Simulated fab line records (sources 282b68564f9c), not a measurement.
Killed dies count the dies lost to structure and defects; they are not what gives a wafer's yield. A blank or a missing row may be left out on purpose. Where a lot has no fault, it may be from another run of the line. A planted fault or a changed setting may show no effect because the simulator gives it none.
Problem report, 8D (eight disciplines) form, completed by code    flow rit-cmos    the parts of the form that need people (team, actions taken, sign-off) are left out

1. THE PROBLEM
Mean GATE_OXIDE_THK at RIT_GATE_THK_MEAS_07: 3.40 nm over 6 wafers in 2 lots; fault-free wafers: 3.01 nm, standard deviation 0.077. Relative to the usual mean, that is a shift of +5.1 standard deviations.
Seen first at day 5 04:34 on film-metro-04, wafer L292.1. At this step, 42 wafers from 14 lots have a number in the record. Rule for "out" (also "out of limits"): further than 4 standard deviations from the usual mean. Any other wafer with a number is counted as sound.

2. WHAT IT IS, WHAT IT ISN'T
question                     is                            is not
which readings at this step  GATE_OXIDE_THK                -
which lots                   L292, L298                    L280, L282, L283, L284, L285, L288, L289, L290, L291, L299, L300, L302
which wafers of those lots   all that have a number        -
read on which gauges         film-metro-03, film-metro-04  film-metro-02
when                         from day 5 04:34              up to then (27 sound wafers); but 9 sound wafers of L299, L300, L302 came after

3. SUSPECTS, AND WHAT RULES EACH OUT
Counting: a tool at a process step up to the reading stays a suspect if it ran every lot that is out and no sound lot after the first of them.
- the gauge at RIT_GATE_THK_MEAS_07 is ruled out. Those wafers that are out were read across 2 gauges (film-metro-03, film-metro-04).
- furnace-03 at RIT_GATE_OXIDATION_05 (target thk 3 nm, ox time 270 s): kept. All lots that are out passed through it, beginning with L292 at day 5 02:50, and no sound lot followed; its final sound lot before that point was L291 at day 4 20:41.
After counting, what remains is furnace-03 at RIT_GATE_OXIDATION_05.

4. THE CAUSE (what the simulator had put in)
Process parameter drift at RIT_GATE_OXIDATION_05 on furnace-03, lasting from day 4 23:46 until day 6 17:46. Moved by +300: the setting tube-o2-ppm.
The count eliminated every tool but this one.

5. THE CHAIN OF EFFECTS, in route order
Each row: a reading whose mean over the struck wafers that have a number lies more than 3 standard deviations from the usual. Only readings for which the record gives a usual standard deviation are gone through. hours: the time from each lot's start at the first step in this table that gives one to its start at this step, as a median over the lots. sigmas: the change in usual standard deviations.
hours  step                  reading         usual    on struck wafers  change  sigmas
0      RIT_GATE_THK_MEAS_07  GATE_OXIDE_THK  3.01 nm  3.40              +0.39   +5.1

6. HOW IT WOULD HAVE BEEN CAUGHT EARLIER
Counted from the fault's start at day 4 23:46, it took 5 hours until the first out-of-limits reading at a measuring or inspecting step in this record, taken at day 5 04:34.
Among the 2 lots that are out, L298 began RIT_GATE_OXIDATION_05 on furnace-03 after day 5 04:34. A tool hold placed at that time would have kept it from harm.
